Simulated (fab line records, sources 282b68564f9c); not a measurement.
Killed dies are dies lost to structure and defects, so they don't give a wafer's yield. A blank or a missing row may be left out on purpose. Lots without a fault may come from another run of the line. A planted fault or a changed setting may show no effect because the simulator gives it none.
fab line records | flow rit_cmos
record lots=6 wafers=18 last_day=7
route steps=202 shown M1@184
lots that met no fault: from a run of the same line without faults
start_h: hours from the record's first day to the start of the lot's first wafer shown | wait_h: hours since the lot's step before | " the same as in the row above | L1.1+2: a row that stands for several wafers | - no value, or no start given | * or withheld: withheld | < > ~ a bound
route shown NAME@n: a module of which the file shows steps, and the number in the route of the first | usual: mean/standard deviation of fault-free wafers | same: alike in all rows | chamber/n: place in a boat | sites: the reading at each site | _std_site: their standard deviation | _edge_site: outer sites' mean less inner sites' | radius_mm: how far each site lies from the wafer's centre | mask NAME#n: copy n | behind: the tool/chamber that last shaped the wafer | hold: why the lot was held/for how many hours/how that ended | device: the transistor (n, p or np) that didn't switch | end of line: the same wafers' tests at the end of the route | a step without rows: its recipe alone | killed: dies lost to structure and defects at the first sort, not the wafer's yield | map: a wafer's dies, x killed, . not, _ none there
set.NAME: the setting as run; set.NAME@STEP: as run at that earlier step | model.NAME: the simulator's own value behind a step, which no gauge read
lots at some steps of the route; a table a step, a row a wafer
services: from which hour (start_h, from the record's first day; less than 0 if before it) a tool's chamber was out of use, for how many hours, and why
## steps
# step RIT_M1_SPUTTER_00
# recipe material=Al target_thk_nm=400 power_w=2000 chamber_pressure_pa=0.4 gas=Ar time_s=500 substrate_temp_c=25
# usual cathode_dc_power_W=2000.0/0.34 substrate_temp_c=24.99/0.11 throttle_valve_pct=29.8/0.97
# columns lot.wafer tool chamber start_h wait_h cathode_dc_power_W substrate_temp_c throttle_valve_pct
L482.2 pvd_sputter-02 - 63.66 0.0 1999.7 25.03 28.7
L482.3 " - " " 1999.5 25.11 29.4
L482.6 " - " " 2000.5 25.07 29.4
L483.2 pvd_sputter-01 - 65.52 0.0 2000.1 25.31 31.1
L483.4 " - " " 2000.0 25.03 29.0
L483.5 " - " " 1999.8 25.27 31.0
L494.3 pvd_sputter-02 - 123.90 0.0 2000.0 24.97 29.4
L494.4 " - " " 1999.5 24.88 28.5
L494.5 " - " " 1999.5 25.13 29.1
L499.1 pvd_sputter-01 - 148.46 0.0 2000.0 24.95 30.3
L499.2 " - " " 2000.4 25.09 31.2
L499.6 " - " " 2000.1 24.99 31.3
L501.2 pvd_sputter-03 - 154.75 0.0 1999.4 25.15 29.7
L501.4 " - " " 2000.2 25.02 29.8
L501.6 " - " " 1999.4 24.95 32.2
L502.2 pvd_sputter-02 - 159.45 0.0 2000.0 25.09 28.6
L502.3 " - " " 1999.8 25.22 29.3
L502.4 " - " " 2000.1 24.96 29.1
# step RIT_M1_RS_MEAS_01
# recipe thk_meas_gauge=four-point-probe reads=Al_of_M1_SPUTTER_00
# usual M1_AL_RS=0.0735/0.00095
# columns lot.wafer tool chamber start_h wait_h M1_AL_RS[ohm/sq]
L482.2 film_metro-02 - 63.97 0.2 0.0736
L482.3 " - " " 0.0733
L482.6 " - " " 0.0721
L483.2 film_metro-04 - 65.84 0.2 0.0721
L483.4 " - " " 0.0728
L483.5 " - " " 0.0726
L494.3 film_metro-04 - 124.23 0.2 0.0712
L494.4 " - " " 0.0728
L494.5 " - " " 0.0723
L499.1 film_metro-02 - 148.75 0.1 0.0749
L499.2 " - " " 0.0736
L499.6 " - " " 0.0732
L501.2 film_metro-02 - 155.06 0.2 0.0729
L501.4 " - " " 0.0729
L501.6 " - " " 0.0725
L502.2 film_metro-01 - 159.77 0.2 0.0745
L502.3 " - " " 0.0719
L502.4 " - " " 0.0739
# step RIT_M1_THK_MEAS_02
# recipe thk_meas_gauge=xrf reads=Al_of_M1_SPUTTER_00
# usual M1_AL_THK=389/5.2
# columns lot.wafer tool chamber start_h wait_h M1_AL_THK[nm]
L482.2 film_metro-02 - 64.08 0.1 390
L482.3 " - " " 391
L482.6 " - " " 394
L483.2 film_metro-04 - 65.95 0.1 395
L483.4 " - " " 392
L483.5 " - " " 391
L494.3 film_metro-04 - 124.33 0.1 403
L494.4 " - " " 396
L494.5 " - " " 395
L499.1 film_metro-02 - 148.87 0.1 380
L499.2 " - " " 384
L499.6 " - " " 388
L501.2 film_metro-02 - 155.17 0.1 390
L501.4 " - " " 391
L501.6 " - " " 391
L502.2 film_metro-01 - 159.88 0.1 383
L502.3 " - " " 394
L502.4 " - " " 388
# step RIT_M1_HMDS_03
# recipe prime_time_s=60 prime_temp_c=140
# step RIT_M1_COAT_04
# recipe resist=NOVOLAK spin_rpm=2000 resist_thk_nm=1283
# step RIT_M1_SOFTBAKE_05
# recipe resist=NOVOLAK temp_c=90 time_s=60
# step RIT_M1_EXPOSE_06
# recipe mask_id=M12 na=0.6 source_shape=conventional sigma_outer=0.5 target_cd_nm=2600 dose_mj=248.4
# step RIT_M1_PEB_07
# recipe resist=NOVOLAK temp_c=withheld time_s=withheld
# step RIT_M1_DEVELOP_08
# recipe resist=NOVOLAK develop_time_s=68 dev_temp_c=23
# step RIT_M1_CD_MEAS_09
# recipe target_cd_nm=2600
# usual cd_nm=2599.4/1.7
# columns lot.wafer tool chamber start_h wait_h cd_nm
L482.2 cd_sem-02 - 65.03 - 2601.0
L482.3 " - " " 2602.0
L482.6 " - " " 2600.9
L483.2 cd_sem-02 - 67.02 - 2597.6
L483.4 " - " " 2599.6
L483.5 " - " " 2600.4
L494.3 cd_sem-02 - 125.61 - 2601.8
L494.4 " - " " 2598.5
L494.5 " - " " 2599.5
L499.1 cd_sem-02 - 149.99 - 2599.0
L499.2 " - " " 2598.7
L499.6 " - " " 2599.1
L501.2 cd_sem-01 - 156.19 - 2601.1
L501.4 " - " " 2600.2
L501.6 " - " " 2598.4
L502.2 cd_sem-01 - 160.83 - 2599.4
L502.3 " - " " 2601.5
L502.4 " - " " 2598.4
# step RIT_M1_OVL_MEAS_10
# usual M1_OVL=-0.4/1.4
# columns lot.wafer tool chamber start_h wait_h M1_OVL[nm]
L482.2 overlay-02 - 65.14 0.1 1.8
L482.3 " - " " 2.5
L482.6 " - " " -0.5
L483.2 overlay-01 - 67.13 0.1 -1.1
L483.4 " - " " 0.0
L483.5 " - " " -0.7
L494.3 overlay-01 - 125.70 0.1 -3.3
L494.4 " - " " -3.4
L494.5 " - " " -1.8
L499.1 overlay-02 - 150.11 0.1 1.2
L499.2 " - " " -0.9
L499.6 " - " " 3.0
L501.2 overlay-01 - 156.30 0.1 -0.2
L501.4 " - " " -2.6
L501.6 " - " " -1.6
L502.2 overlay-01 - 160.93 0.1 -0.4
L502.3 " - " " 0.0
L502.4 " - " " -0.3
# step RIT_M1_HARDBAKE_11
# recipe resist=NOVOLAK temp_c=140 time_s=120
# step RIT_M1_METAL_ETCH_12
# recipe stop_on=SiO2 chemistry=Cl2/BCl3 target=Al time_s=165 over_etch_frac=0.5 pressure_mtorr=100 target_depth_a=6000 rf_w=250 Cl2_flow_sccm=60 bcl3_flow_sccm=50
# usual drypump_motor_current_A=5.71/0.19 oes_product_au=0.778/0.011 throttle_valve_pct=8.27/0.14
# columns lot.wafer tool chamber start_h wait_h drypump_motor_current_A oes_product_au rf_hours_counter_h throttle_valve_pct model.NOVOLAK_of_M1_COAT_04.thk_nm
L482.2 rie_metal-03 0 65.45 0.2 5.67 0.779 0 8.07 776.7
L482.3 " 0 " " 5.63 0.775 - 8.06 775.2
L482.6 " 0 " " 5.65 0.785 - 8.08 777.9
L483.2 rie_metal-04 1 67.41 0.2 6.01 0.783 34 8.36 801.2
L483.4 " 0 " " 5.84 0.782 - 8.44 798.9
L483.5 " 1 " " 5.98 0.791 - 8.37 800
L494.3 rie_metal-03 1 126.03 0.2 5.41 0.795 - 8.37 807.7
L494.4 " 0 " " 5.67 0.785 - 8.07 776.7
L494.5 " 1 " " 5.40 0.796 - 8.35 806
L499.1 rie_metal-03 1 150.40 0.2 5.46 0.763 2 8.37 850.9
L499.2 " 0 " " 5.67 0.780 1 8.09 826.1
L499.6 " 0 " " 5.65 0.773 - 8.08 824.7
L501.2 rie_metal-04 1 156.58 0.2 6.00 0.785 0 8.37 807.8
L501.4 " 1 " " 6.01 0.780 - 8.37 807.3
L501.6 " 0 " " 5.83 0.802 - 8.45 795.6
L502.2 rie_metal-03 0 161.21 0.2 5.65 0.768 2 8.08 830.1
L502.3 " 0 " " 5.69 0.783 - 8.09 826.2
L502.4 " 1 " " 5.43 0.779 - 8.36 845.8
# step RIT_M1_STRIP_13
# recipe chemistry=nmp resist=NOVOLAK temp_c=80 time_s=600 dry=n2_spin
# step RIT_M1_PROBE_99
# usual defect_limited_yield=97.4/1.1 killed_at_contacts=0.0/0.2 killed_at_front_end=6.8/2.9 killed_dies=6.8/2.9 killed_open=3.3/1.9 killed_short=3.5/2 sort_bin_3_pad_short=0.1/0.21 sort_bin_5_function=1.4/0.74 sort_bin_6_memory=1.1/0.67 sort_n_pass=257.2/2.9 sort_yield_pct=97.4/1.1
# same gross_dies=264 killed_at_M0_to_M3=0 killed_at_M4_up=0 killed_at_back_side=0 killed_at_other=0
# columns lot.wafer tool chamber start_h wait_h defect_limited_yield[%] killed_at_contacts killed_at_front_end killed_dies killed_open killed_short sort_bin_3_pad_short[%] sort_bin_5_function[%] sort_bin_6_memory[%] sort_n_pass sort_yield_pct[%] model.etest.pmos_0p15.r_on_ohm_um model.etest.nmos_0p15.r_on_ohm_um model.etest.nmos_0p15.drive_ua_um model.etest.pmos_0p15.drive_ua_um model.etest.npoly_line.line_ohm_um model.etest.ppoly_line.line_ohm_um model.etest.npoly_line.width_nm model.etest.ppoly_line.width_nm
L482.2 prober-01 - 69.65 0.1 97.3 0 7 7 6 1 0 1.1 1.5 257.0 97.3 2633 1113 473.3 270.4 162.8 156.9 103.4 104.6
L482.3 prober-01 - 69.70 0.2 98.1 0 5 5 2 3 0.4 1.1 0.4 259.0 98.1 2616 1112 467.3 272.7 160.4 153.9 105.5 106.3
L482.6 prober-01 - 69.85 0.2 96.6 0 9 9 4 5 0 1.5 1.9 255.0 96.6 2624 1116 466 273.5 161.6 155 105 105.8
L483.2 prober-02 - 71.15 0.1 97.7 0 6 6 2 4 0.4 1.1 0.8 258.0 97.7 2796 1100 474.2 255.4 167.2 159.2 102 103.6
L483.4 prober-02 - 71.25 0.2 95.1 1 12 13 4 7 0.4 2.3 2.3 251.0 95.1 2779 1088 483.7 259.5 169.3 164.3 99.62 101.1
L483.5 prober-02 - 71.30 0.2 95.5 0 12 12 4 8 0.8 2.7 1.1 252.0 95.5 2780 1079 481.9 255.1 167.4 161.7 100.5 101
L494.3 prober-01 - 129.64 0.2 98.9 0 3 3 1 2 0 0.8 0.4 261.0 98.9 2518 1087 512.1 294.2 177.1 170.2 97.1 98.15
L494.4 prober-01 - 129.69 0.2 95.8 0 11 11 5 5 0 2.3 1.9 253.0 95.8 2533 1068 509.3 288.6 170 161.2 99.22 100.4
L494.5 prober-01 - 129.74 0.2 97.0 0 8 8 5 3 0 0.8 2.3 256.0 97.0 2537 1059 507 284.9 174.5 164.8 98.33 99.17
L499.1 prober-02 - 153.87 0.1 95.8 0 11 11 9 2 0.4 2.3 1.5 253.0 95.8 2531 1031 532.4 286.7 184.4 177.2 92.64 92.99
L499.2 prober-02 - 153.92 0.1 99.2 0 2 2 2 0 0 0.4 0.4 262.0 99.2 2533 1013 528.5 282.4 179.6 176.3 93.16 94.23
L499.6 prober-02 - 154.12 0.2 96.6 0 9 9 5 4 0 2.3 1.1 255.0 96.6 2578 1036 523.3 279.6 179.2 176.1 93.12 93.74
L501.2 prober-02 - 158.89 0.1 97.7 0 6 6 2 4 0.4 0.8 1.1 258.0 97.7 2790 1135 465.2 253.2 162.6 156.1 102.8 103.4
L501.4 prober-02 - 158.99 0.2 98.5 0 4 4 2 2 0 1.1 0.4 260.0 98.5 2738 1102 476.4 258.9 165.6 159.6 100.7 101.9
L501.6 prober-02 - 159.09 0.2 97.7 0 6 6 3 3 0 1.5 0.8 258.0 97.7 2702 1091 479.6 264.4 169.8 160.7 100.8 101.4
L502.2 prober-01 - 163.53 0.1 97.7 0 6 6 3 3 0 0.8 1.5 258.0 97.7 2560 1101 488.1 283.9 174.1 167.2 99.04 98.9
L502.3 prober-01 - 163.58 0.2 95.5 0 12 12 5 7 0.4 1.5 2.7 252.0 95.5 2644 1131 471 271 166.3 158.5 101.3 103.3
L502.4 prober-01 - 163.63 0.2 96.6 0 9 9 4 5 0 1.1 2.3 255.0 96.6 2585 1096 477.4 276.4 170.7 165.6 98.67 99.23
# killed by level:class
L482.2 SPACER:geometric_particle:open=3 GATE:geometric_particle:open=2 FOX1:geometric_particle:open=1 FOX1:geometric_particle:short=1
L482.3 FOX2:geometric_particle:short=2 FOX1:geometric_particle:open=1 FOX1:geometric_particle:short=1 SILICIDE:geometric_particle:open=1
L482.6 GATE:geometric_particle:short=2 GATE:geometric_particle:open=2 REOX:geometric_particle:short=2 FOX1:geometric_particle:open=1 SPACER:geometric_particle:open=1 SILICIDE:geometric_particle:short=1
L483.2 FOX1:geometric_particle:open=2 FOX2:geometric_particle:short=1 GATE:geometric_particle:short=1 REOX:geometric_particle:short=1 SPACER:geometric_particle:short=1
L483.4 FOX1:geometric_particle:short=3 FOX1:geometric_particle:open=2 NLDD:coat_microbubble_printed=2 FOX2:geometric_particle:short=1 GATE:geometric_particle:open=1 GATE:geometric_particle:short=1 REOX:geometric_particle:open=1 SPACER:geometric_particle:short=1
L483.5 SPACER:geometric_particle:short=3 FOX1:geometric_particle:short=2 FOX2:geometric_particle:open=2 FOX2:geometric_particle:short=1 GATE:geometric_particle:short=1 GATE:geometric_particle:open=1 SILICIDE:geometric_particle:short=1 SILICIDE:geometric_particle:open=1
L494.3 FOX1:geometric_particle:short=1 FOX2:geometric_particle:open=1 REOX:geometric_particle:short=1
L494.4 GATE:geometric_particle:open=4 GATE:geometric_particle:short=2 FOX1:geometric_particle:short=1 SPACER:geometric_particle:short=1 SILICIDE:geometric_particle:short=1 SILICIDE:geometric_particle:open=1 PRETRO:coat_microbubble_printed=1
L494.5 SPACER:geometric_particle:open=2 FOX1:geometric_particle:short=1 GATE:geometric_particle:open=1 GATE:geometric_particle:short=1 REOX:geometric_particle:open=1 SPACER:geometric_particle:short=1 SILICIDE:geometric_particle:open=1
L499.1 GATE:geometric_particle:open=5 SPACER:geometric_particle:open=2 FOX1:geometric_particle:open=1 GATE:geometric_particle:short=1 REOX:geometric_particle:open=1 SPACER:geometric_particle:short=1
L499.2 GATE:geometric_particle:open=1 SILICIDE:geometric_particle:open=1
L499.6 GATE:geometric_particle:short=2 GATE:geometric_particle:open=2 SPACER:geometric_particle:open=2 FOX1:geometric_particle:short=1 REOX:geometric_particle:open=1 SPACER:geometric_particle:short=1
L501.2 GATE:geometric_particle:short=3 GATE:geometric_particle:open=2 SILICIDE:geometric_particle:short=1
L501.4 GATE:geometric_particle:short=1 SPACER:geometric_particle:short=1 SPACER:geometric_particle:open=1 SILICIDE:geometric_particle:open=1
L501.6 FOX1:geometric_particle:short=1 FOX1:geometric_particle:open=1 SPACER:geometric_particle:short=1 SPACER:geometric_particle:open=1 SILICIDE:geometric_particle:open=1 SILICIDE:geometric_particle:short=1
L502.2 GATE:geometric_particle:open=2 GATE:geometric_particle:short=1 REOX:geometric_particle:open=1 REOX:geometric_particle:short=1 SPACER:geometric_particle:short=1
L502.3 GATE:geometric_particle:short=5 GATE:geometric_particle:open=2 FOX2:geometric_particle:open=1 FOX2:geometric_particle:short=1 REOX:geometric_particle:open=1 REOX:geometric_particle:short=1 SILICIDE:geometric_particle:open=1
L502.4 GATE:geometric_particle:short=3 GATE:geometric_particle:open=2 REOX:geometric_particle:short=1 REOX:geometric_particle:open=1 SPACER:geometric_particle:short=1 SPACER:geometric_particle:open=1
## services
# columns tool chamber start_h hours kind
rie_metal-03 0 40.51 16.0 repair
pvd_sputter-03 - 49.59 1.1 repair
rie_metal-03 - 59.71 0.1 repair
rie_metal-04 - 62.08 2.8 pm
pvd_sputter-03 - 65.36 24.6 repair
rie_metal-04 - 81.64 0.5 repair
pvd_sputter-02 - 84.48 2.0 repair
rie_metal-03 - 92.03 0.5 repair
pvd_sputter-01 - 107.90 4.5 repair
rie_metal-04 - 136.12 20.0 pm
rie_metal-04 0 136.12 20.0 vent_cycle
rie_metal-04 1 136.12 20.0 vent_cycle
pvd_sputter-01 - 138.30 9.8 repair
pvd_sputter-02 - 155.98 2.3 repair
rie_metal-04 0 156.12 - clean
rie_metal-04 1 156.12 - clean
## key
first_sign none at tools or gauges
model_effect step=RIT_M1_METAL_ETCH_12 value=NOVOLAK_of_M1_COAT_04.thk_nm without=788.5 struck=834
model_effect step=RIT_M1_PROBE_99 value=etest.pmos_0p15.r_on_ohm_um without=2702 struck=2572
met_at RIT_M1_METAL_ETCH_12
struck_wafers L499.1,L499.2,L499.6,L502.2,L502.3,L502.4
onset_between 126.03 150.40
fault kind=process_parameter_drift tool=rie_metal-03 chamber=- onset_h=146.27 steps=RIT_M1_METAL_ETCH_12 channel=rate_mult offset=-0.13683 shape=step end_h=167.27
